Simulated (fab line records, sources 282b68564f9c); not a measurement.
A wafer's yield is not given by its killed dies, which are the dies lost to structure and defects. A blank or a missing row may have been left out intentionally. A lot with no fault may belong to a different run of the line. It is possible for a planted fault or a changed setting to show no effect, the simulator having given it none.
Shared-tool check | flow ritCmos | 15 lots, 54 wafers sampled

## REASON FOR OPENING
3 of 15 lots carry a flag on the reading CONTACT_TEOS_THK at RIT_CONTACT_THK_MEAS_01. Fault-free wafers read 400 nm, with a standard deviation of 5.6.
Rule: a lot is flagged in two cases, either no wafer of it has a number, or all its wafers with numbers fall more than 4 standard deviations from that mean. The other lots count as sound.

lot  | measured    | on           | CONTACT_TEOS_THK (nm), wafer by wafer | flag
L725 | day 3 07:38 | filmMetro-03 | 397 394 402                           | 
L726 | day 3 13:09 | filmMetro-03 | 391 391 398                           | 
L727 | day 3 23:16 | filmMetro-04 | 402 407 409                           | 
L728 | day 4 04:19 | filmMetro-04 | 785 799 804 786 799 804               | FLAGGED
L729 | day 4 08:31 | filmMetro-01 | 401 392 403                           | 
L730 | day 4 13:22 | filmMetro-03 | 396 401 404                           | 
L731 | day 4 20:03 | filmMetro-04 | 401 400 410                           | 
L733 | day 5 05:11 | filmMetro-01 | 798 813 809 797 813 810               | FLAGGED
L737 | day 5 20:21 | filmMetro-03 | 394 393 401                           | 
L738 | day 6 00:46 | filmMetro-04 | 815 813 817 814 813 816               | FLAGGED
L741 | day 6 13:40 | filmMetro-01 | 393 393 400                           | 
L742 | day 6 20:59 | filmMetro-01 | 401 404 405                           | 
L743 | day 7 01:47 | filmMetro-03 | 389 397 390                           | 
L744 | day 7 04:17 | filmMetro-01 | 396 395 401                           | 
L746 | day 7 16:07 | filmMetro-04 | 397 402 402                           | 
The mean of the flagged lots' numbers is 806 nm, +406 nm from the usual (+72 standard deviations).

## WHICH TOOL RAN EACH LOT
The record holds 1 process step before the reading, out of a route of 202 steps. Every cell lists first the tool, next ch and the chambers used by the sampled wafers, and last the start.
lot  | flag    | RIT_CONTACT_CVD_00
L725 |         | pecvd-03 ch 0,1, day 3 07:35
L726 |         | pecvd-04 ch 0,1, day 3 13:06
L727 |         | pecvd-02 ch 1,2, day 3 23:13
L728 | FLAGGED | pecvd-03 ch 0,1, day 4 04:02
L729 |         | pecvd-04 ch 0,2, day 4 08:28
L730 |         | pecvd-02 ch 1,2, day 4 13:19
L731 |         | pecvd-03 ch 1,2, day 4 19:59
L733 | FLAGGED | pecvd-02 ch 0,1, day 5 04:50
L737 |         | pecvd-03 ch 1,2, day 5 20:17
L738 | FLAGGED | pecvd-04 ch 0,1,2, day 6 00:30
L741 |         | pecvd-04 ch 0,1, day 6 13:36
L742 |         | pecvd-02 ch 1,2, day 6 20:56
L743 |         | pecvd-03 ch 0,2, day 7 01:44
L744 |         | pecvd-04 ch 1,2, day 7 04:14
L746 |         | pecvd-02 ch 0,1, day 7 16:04
What these steps do:
- RIT_CONTACT_CVD_00: deposits SiO2 from TEOS, target thk 400 nm, time 61 s.
- RIT_CONTACT_THK_MEAS_01

## FLAGGED OVER TOTAL, TOOL BY TOOL (the gauges that took the reading come last)
step                    | tool         | lots run | flagged | share of the flagged lots | sound lots run after its first flagged lot
RIT_CONTACT_CVD_00      | pecvd-02     | 5        | 1       | some                      | 2 (L742,L746)
RIT_CONTACT_CVD_00      | pecvd-03     | 5        | 1       | some                      | 3 (L731,L737,L743)
RIT_CONTACT_CVD_00      | pecvd-04     | 5        | 1       | some                      | 2 (L741,L744)
RIT_CONTACT_THK_MEAS_01 | filmMetro-01 | 5        | 1       | some                      | 3 (L741,L742,L744)
RIT_CONTACT_THK_MEAS_01 | filmMetro-03 | 5        | 0       | none                      | -
RIT_CONTACT_THK_MEAS_01 | filmMetro-04 | 5        | 2       | some                      | 2 (L731,L746)

## THE TABLE: WHAT IT ALLOWS
No row of the table ran every flagged lot.

## WHAT THE SIMULATOR HAD INSERTED
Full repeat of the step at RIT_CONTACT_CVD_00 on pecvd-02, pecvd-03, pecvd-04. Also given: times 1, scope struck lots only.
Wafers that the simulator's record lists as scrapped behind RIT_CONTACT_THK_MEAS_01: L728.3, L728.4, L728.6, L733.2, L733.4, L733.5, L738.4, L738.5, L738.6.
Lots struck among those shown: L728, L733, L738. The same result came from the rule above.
